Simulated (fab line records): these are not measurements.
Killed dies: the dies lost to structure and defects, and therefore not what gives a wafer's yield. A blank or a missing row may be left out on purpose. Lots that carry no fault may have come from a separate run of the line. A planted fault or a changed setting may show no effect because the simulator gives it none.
Comparing a struck lot with a sound one -- flow berkeleyCmos170 -- 16 out of 331 route steps
Sound: wafers L913.1, L913.2, L913.4. Wafers L918.1, L918.3, L918.5 were the ones struck. Last of all comes the cause.
For every step that has rows: the tool of each side, followed by ch and its chambers, followed by its first start. Under that, the readings that differ: sound wafers -- struck wafers -- difference of the means -- sigmas: that difference in standard deviations of wafers without a fault.
alike: readings whose means differ by less than 2 such deviations, and words and numbers that are the same on both sides. not compared: withheld readings, readings that some wafer has no value for, bounds like >300 that may hide the same value, and numbers for which the record gives no deviation and whose values overlap.
A row with sigmas, a row that says differs or no value, or rows on one side alone: a step with any of these is where the two part. Numbers that don't overlap but have no deviation are shown without sigmas and don't part them. A reading missing from all wafers of one side parts the sides only when that side holds two or more wafers.

first, 2 steps without rows for these wafers: UCB170_FIELD_CLEAN_00 (cleans in dHF, time 7.5 s); UCB170_FIELD_OXIDATION_01 (target thk 558.3 nm, ox time 7200 s).
UCB170_FIELD_THK_MEAS_02:
  struck on filmMetro-03, day 6 10:59; sound on filmMetro-01, day 5 07:16
  alike: FIELD_OXIDE_THK
then, 4 steps without rows for these wafers: UCB170_FIELD_ANNEAL_03 (time 1200 s); UCB170_FIELD_WET_ETCH_04 (etches SiO2 in dHF, time 60 s); UCB170_FIELD_WET_ETCH_05 (etches Si3N4 in H3PO4, time 12600 s); UCB170_FIELD_WET_ETCH_06 (etches SiO2 in BOE, time 22 s).
UCB170_FIELD_THK_MEAS_90:
  struck on filmMetro-01, day 6 18:31; sound on filmMetro-04, day 5 15:53
  alike: FIELD_OXIDE_LEFT_1_THK
then, 2 steps without rows for these wafers: UCB170_SACOX_CLEAN_00 (cleans in dHF, time 7.5 s); UCB170_SACOX_OXIDATION_01 (target thk 14.4 nm, ox time 2400 s).
UCB170_SACOX_THK_MEAS_02:
  struck on filmMetro-04, day 6 22:50; sound on filmMetro-04, day 5 22:59
  alike: SACOX_OXIDE_THK
then, 1 step without rows for these wafers: UCB170_SCREENOX_WET_ETCH_00 (etches SiO2 in dHF, time 200 s).
UCB170_SCREENOX_OXIDATION_01: target thk 14.4 nm, ox time 2400 s.
  sound on furnace-01 ch 0, day 6 01:25; struck on furnace-01 ch 0, day 7 03:46
  alike: oxTempC, tube_center_temp_C_max
UCB170_SCREENOX_THK_MEAS_02:
  struck on filmMetro-01, day 7 05:26; sound on filmMetro-01, day 6 03:04
reading,sound,struck,difference,sigmas
SCREENOX_OXIDE_THK (nm),14.44 14.38 14.65,22.89 22.85 22.84,+8.37,+30
then, 1 step without rows for these wafers: UCB170_SCREENOX_ANNEAL_03 (time 900 s).
UCB170_M3_PROBE_99:
  rows exist in the record for the sound wafers here (prober-02, day 8 13:06), none for the struck ones

WHERE THEY PART
Earliest at UCB170_SCREENOX_THK_MEAS_02; latest, in this record, at UCB170_M3_PROBE_99.

WHY: what had been put in by the simulator
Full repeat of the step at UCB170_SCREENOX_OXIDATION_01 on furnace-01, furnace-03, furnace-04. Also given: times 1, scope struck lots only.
